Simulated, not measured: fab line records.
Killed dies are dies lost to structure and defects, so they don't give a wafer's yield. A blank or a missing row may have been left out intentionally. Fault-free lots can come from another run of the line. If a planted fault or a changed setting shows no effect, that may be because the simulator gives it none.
Struck lot and sound lot, side by side -- flow berkeley_cmos170 -- 27 steps out of a route of 331
Sound: the wafers L827.1, L827.3, L827.4. The struck wafers were L838.1, L838.2, L838.4. At the end, the cause is stated.
Order at every step that has rows: each side's tool, ch and its chambers, its first start. Under that, the readings that differ: sound wafers -- struck wafers -- difference of the means -- sigmas: that difference in standard deviations of wafers without a fault.
alike: a reading whose means differ by less than 2 such deviations, as well as words and numbers matching on both sides. not compared: withheld readings; readings where some wafer has no value; bounds like >300 that might hide an equal value; numbers whose values overlap and for which the record gives no deviation.
The two part at a step that has a row with sigmas, a row that says differs or no value, or rows on one side only. When numbers do not overlap yet have no deviation, they are printed without sigmas and do not part them. A reading missing from all wafers of one side parts the sides only when that side holds two or more wafers.

UCB170_SPACER_THK_MEAS_01:
  struck on film_metro-03, day 9 17:53; sound on film_metro-03, day 7 15:49
  alike: SPACER_TEOS_THK
then, 1 step without rows for these wafers: UCB170_SPACER_ANNEAL_02 (time 1800 s).
UCB170_SPACER_ETCHBACK_03: etches SiO2 in CHF3/CF4/Ar, stops on Si, target depth 376 nm, time 100 s.
  sound on rie_diel-01 ch 0,1,2, day 7 21:29; struck on rie_diel-03 ch 1,2,3, day 9 20:35
  alike: drypump_motor_current_A, oes_product_au, throttle_valve_pct
  not compared: rf_hours_counter_h
then, 6 steps without rows for these wafers: UCB170_PSD_HMDS_00 (prime time 60 s); UCB170_PSD_COAT_01 (resist thk 900 nm); UCB170_PSD_SOFTBAKE_02 (time 60 s); UCB170_PSD_EXPOSE_03 (exposes mask PSELECT MOD, target cd 1200 nm); UCB170_PSD_PEB_04; UCB170_PSD_DEVELOP_05 (develop time 45 s).
UCB170_PSD_CD_MEAS_06: the cd target is 1200 nm.
  struck on cd_sem-02, day 9 22:46; sound on cd_sem-02, day 7 23:29
  alike: cd_nm
UCB170_PSD_OVL_MEAS_07:
  struck on overlay-02, day 9 22:53; sound on overlay-02, day 7 23:37
  alike: PSD_OVL
after that, 1 step had no rows for these wafers: UCB170_PSD_IMPLANT_08.
UCB170_PSD_STRIP_09: strips in O2.
  sound on plasma_asher-04 ch 0,1, day 7 23:48; struck on plasma_asher-03 ch 0,1, day 9 23:04
  no value came back on the struck wafers for chamber_pressure_mTorr (mTorr), drypump_motor_current_A (A), oes_product_au (a.u.), strip_time_to_endpoint_s (s); on the sound wafers chamber_pressure_mTorr (mTorr) reads 3494 3501 3503
reading,sound,struck,difference,sigmas
model.KrF_of_PSD_COAT_01.thk_nm (nm),0 0 0,884.4 885.3 886.6,+885.4,
  not compared: rf_hours_counter_h
UCB170_PSD_TW_MEAS_10:
  struck on film_metro-04, day 9 23:10; sound on film_metro-01, day 7 23:54
  alike: PSD_TW
then, 7 steps without rows for these wafers: UCB170_PSD_CLEAN_11 (cleans in SPM, time 600 s); UCB170_NSD_HMDS_00 (prime time 60 s); UCB170_NSD_COAT_01 (resist thk 900 nm); UCB170_NSD_SOFTBAKE_02 (time 60 s); UCB170_NSD_EXPOSE_03 (exposes mask NSELECT MOD, target cd 1200 nm); UCB170_NSD_PEB_04; UCB170_NSD_DEVELOP_05 (develop time 45 s).
UCB170_NSD_CD_MEAS_06: the cd target is 1200 nm.
  struck on cd_sem-01, day 10 00:25; sound on cd_sem-02, day 8 01:23
  alike: cd_nm
UCB170_NSD_OVL_MEAS_07:
  struck on overlay-02, day 10 00:32; sound on overlay-01, day 8 01:30
  alike: NSD_OVL
after that, 1 step had no rows for these wafers: UCB170_NSD_IMPLANT_08.
UCB170_NSD_STRIP_09: strips in O2.
  sound on plasma_asher-02 ch 0,1, day 8 01:41; struck on plasma_asher-04 ch 0,1, day 10 00:43
reading,sound,struck,difference,sigmas
oes_product_au (a.u.),0.528 0.537 0.529,0.624 0.626 0.615,+0.090,+21
strip_time_to_endpoint_s (s),35.79 35.81 35.83,62.10 62.13 62.09,+26.30,+99 or more
  alike: chamber_pressure_mTorr, drypump_motor_current_A
  not compared: rf_hours_counter_h
UCB170_NSD_TW_MEAS_10:
  struck on film_metro-04, day 10 00:49; sound on film_metro-02, day 8 01:47
reading,sound,struck,difference,sigmas
NSD_TW,4213 4216 4212,30 30 30,-4184,-99 or more
then, 1 step without rows for these wafers: UCB170_NSD_CLEAN_11 (cleans in SPM, time 600 s).

== WHERE THEY PART ==
Earliest at UCB170_PSD_STRIP_09; latest, in this record, at UCB170_NSD_TW_MEAS_10.

WHY: the cause the simulator had injected
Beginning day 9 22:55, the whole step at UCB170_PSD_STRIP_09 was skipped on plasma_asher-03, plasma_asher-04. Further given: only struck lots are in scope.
